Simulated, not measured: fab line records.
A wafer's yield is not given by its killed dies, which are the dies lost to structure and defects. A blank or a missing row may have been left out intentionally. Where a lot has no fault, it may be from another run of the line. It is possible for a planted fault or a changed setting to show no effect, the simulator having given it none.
Split-lot study / flow rit cmos / route with 202 steps; 5 lots, 23 wafers read

SPLIT DETAILS
At RIT_NLDD_HARDBAKE_07 (time 60 s), the setting temp c was moved away from the recipe's 140 C on 10 of the 23 wafers read, by -2.8% to -0.9%. The other wafers ran this setting at the recipe's value.

The reading comes from the split's own step.

THE READING
NOVOLAK_of_NLDD_COAT_01.thk nm (the simulator's own value, which no gauge read), in nm, at RIT_NLDD_HARDBAKE_07 (time 60 s). The file gives no usual value for it. Across the 13 wafers here that went through the recipe, the average is 884.8 nm and the standard deviation 2 nm.

wafer=L074.1; tool, chamber at the split=litho track-04, 0; temp c as run, C=140; against the recipe=recipe; NOVOLAK_of_NLDD_COAT_01.thk nm, nm=885.2; against lot-mates on the recipe=-
wafer=L074.4; tool, chamber at the split=litho track-04, 0; temp c as run, C=140; against the recipe=recipe; NOVOLAK_of_NLDD_COAT_01.thk nm, nm=885.9; against lot-mates on the recipe=-
wafer=L074.5; tool, chamber at the split=litho track-04, 0; temp c as run, C=140; against the recipe=recipe; NOVOLAK_of_NLDD_COAT_01.thk nm, nm=887.7; against lot-mates on the recipe=-
wafer=L075.1; tool, chamber at the split=litho track-01, 0; temp c as run, C=138.8; against the recipe=-0.9%; NOVOLAK_of_NLDD_COAT_01.thk nm, nm=889.6; against lot-mates on the recipe=+2.9
wafer=L075.2; tool, chamber at the split=litho track-01, 0; temp c as run, C=140; against the recipe=recipe; NOVOLAK_of_NLDD_COAT_01.thk nm, nm=887; against lot-mates on the recipe=-
wafer=L075.3; tool, chamber at the split=litho track-01, 0; temp c as run, C=138.8; against the recipe=-0.9%; NOVOLAK_of_NLDD_COAT_01.thk nm, nm=891.2; against lot-mates on the recipe=+4.5
wafer=L075.5; tool, chamber at the split=litho track-01, 0; temp c as run, C=140; against the recipe=recipe; NOVOLAK_of_NLDD_COAT_01.thk nm, nm=886.4; against lot-mates on the recipe=-
wafer=L075.6; tool, chamber at the split=litho track-01, 0; temp c as run, C=138.8; against the recipe=-0.9%; NOVOLAK_of_NLDD_COAT_01.thk nm, nm=887.8; against lot-mates on the recipe=+1.1
wafer=L077.1; tool, chamber at the split=litho track-04, 0; temp c as run, C=136.3; against the recipe=-2.6%; NOVOLAK_of_NLDD_COAT_01.thk nm, nm=891.6; against lot-mates on the recipe=+10.1
wafer=L077.2; tool, chamber at the split=litho track-04, 0; temp c as run, C=136.3; against the recipe=-2.6%; NOVOLAK_of_NLDD_COAT_01.thk nm, nm=890.3; against lot-mates on the recipe=+8.8
wafer=L077.4; tool, chamber at the split=litho track-04, 0; temp c as run, C=136.3; against the recipe=-2.6%; NOVOLAK_of_NLDD_COAT_01.thk nm, nm=888.5; against lot-mates on the recipe=+7.0
wafer=L077.5; tool, chamber at the split=litho track-04, 0; temp c as run, C=140; against the recipe=recipe; NOVOLAK_of_NLDD_COAT_01.thk nm, nm=882.5; against lot-mates on the recipe=-
wafer=L077.6; tool, chamber at the split=litho track-04, 0; temp c as run, C=140; against the recipe=recipe; NOVOLAK_of_NLDD_COAT_01.thk nm, nm=880.6; against lot-mates on the recipe=-
wafer=L079.1; tool, chamber at the split=litho track-01, 0; temp c as run, C=140; against the recipe=recipe; NOVOLAK_of_NLDD_COAT_01.thk nm, nm=882.5; against lot-mates on the recipe=-
wafer=L079.2; tool, chamber at the split=litho track-01, 0; temp c as run, C=140; against the recipe=recipe; NOVOLAK_of_NLDD_COAT_01.thk nm, nm=883; against lot-mates on the recipe=-
wafer=L079.4; tool, chamber at the split=litho track-01, 0; temp c as run, C=140; against the recipe=recipe; NOVOLAK_of_NLDD_COAT_01.thk nm, nm=885.4; against lot-mates on the recipe=-
wafer=L079.5; tool, chamber at the split=litho track-01, 0; temp c as run, C=136.1; against the recipe=-2.8%; NOVOLAK_of_NLDD_COAT_01.thk nm, nm=887.6; against lot-mates on the recipe=+4.0
wafer=L079.6; tool, chamber at the split=litho track-01, 0; temp c as run, C=136.1; against the recipe=-2.8%; NOVOLAK_of_NLDD_COAT_01.thk nm, nm=888.6; against lot-mates on the recipe=+5.0
wafer=L084.1; tool, chamber at the split=litho track-04, 0; temp c as run, C=140; against the recipe=recipe; NOVOLAK_of_NLDD_COAT_01.thk nm, nm=886.7; against lot-mates on the recipe=-
wafer=L084.2; tool, chamber at the split=litho track-04, 0; temp c as run, C=140; against the recipe=recipe; NOVOLAK_of_NLDD_COAT_01.thk nm, nm=883.7; against lot-mates on the recipe=-
wafer=L084.3; tool, chamber at the split=litho track-04, 0; temp c as run, C=140; against the recipe=recipe; NOVOLAK_of_NLDD_COAT_01.thk nm, nm=885.7; against lot-mates on the recipe=-
wafer=L084.5; tool, chamber at the split=litho track-04, 0; temp c as run, C=138.2; against the recipe=-1.3%; NOVOLAK_of_NLDD_COAT_01.thk nm, nm=889.3; against lot-mates on the recipe=+3.9
wafer=L084.6; tool, chamber at the split=litho track-04, 0; temp c as run, C=138.2; against the recipe=-1.3%; NOVOLAK_of_NLDD_COAT_01.thk nm, nm=887.4; against lot-mates on the recipe=+2.0

FIT RESULTS
A straight line over all 23 wafers: NOVOLAK_of_NLDD_COAT_01.thk nm changes by -1.73 nm for each +1% of temp c; r = -0.66; the points scatter about the line by 2.2 nm.
The same after taking each lot's own level away (the mean of its wafers on the recipe; 23 wafers): -2.53 nm for each +1%; r = -0.87; scatter 1.6 nm.
That fit puts the effect of the largest move of temp c on the reading at 7.1 nm.
Across the lots, their own levels run from 881.55 to 886.70 nm, a range of 2.5 times the standard deviation given above.
So the lot-to-lot level blurs the effect unless lot-mates are compared.
Check: with one of the wafers moved furthest among these (-2.8%) left out of the fit, the line predicts +7.88 nm for it against its lot-mates. It came out at +3.97 nm against them.

THESE WAFERS: OTHER SPLITS
These wafers also went through other splits before the reading. Each is held against what the fit with the lots' levels taken away leaves over:
other split on the same wafers=RIT_ACTIVE_COAT_06 spin rpm; wafers away from the commonest value=6; r with NOVOLAK_of_NLDD_COAT_01.thk nm (lot level and that fit taken away)=+0.03
other split on the same wafers=RIT_ACTIVE_DEVELOP_10 develop time s; wafers away from the commonest value=11; r with NOVOLAK_of_NLDD_COAT_01.thk nm (lot level and that fit taken away)=+0.33
other split on the same wafers=RIT_NWELL_COAT_01 resist thk nm; wafers away from the commonest value=10; r with NOVOLAK_of_NLDD_COAT_01.thk nm (lot level and that fit taken away)=-0.11
other split on the same wafers=RIT_NWELL_IMPLANT_08 energy kev; wafers away from the commonest value=9; r with NOVOLAK_of_NLDD_COAT_01.thk nm (lot level and that fit taken away)=+0.01
other split on the same wafers=RIT_NRETRO_COAT_01 resist thk nm; wafers away from the commonest value=5; r with NOVOLAK_of_NLDD_COAT_01.thk nm (lot level and that fit taken away)=-0.02
other split on the same wafers=RIT_GATE_CVD_08 temp c; wafers away from the commonest value=18; r with NOVOLAK_of_NLDD_COAT_01.thk nm (lot level and that fit taken away)=-0.01
other split on the same wafers=RIT_GATE_COAT_11 resist thk nm; wafers away from the commonest value=8; r with NOVOLAK_of_NLDD_COAT_01.thk nm (lot level and that fit taken away)=+0.16
other split on the same wafers=RIT_GATE_ETCH_19 over etch frac; wafers away from the commonest value=11; r with NOVOLAK_of_NLDD_COAT_01.thk nm (lot level and that fit taken away)=+0.18

THE FILE'S OWN FIT
NOVOLAK_of_NLDD_COAT_01.thk nm changes by -2.42 nm for each +1% of temp c, r = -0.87.
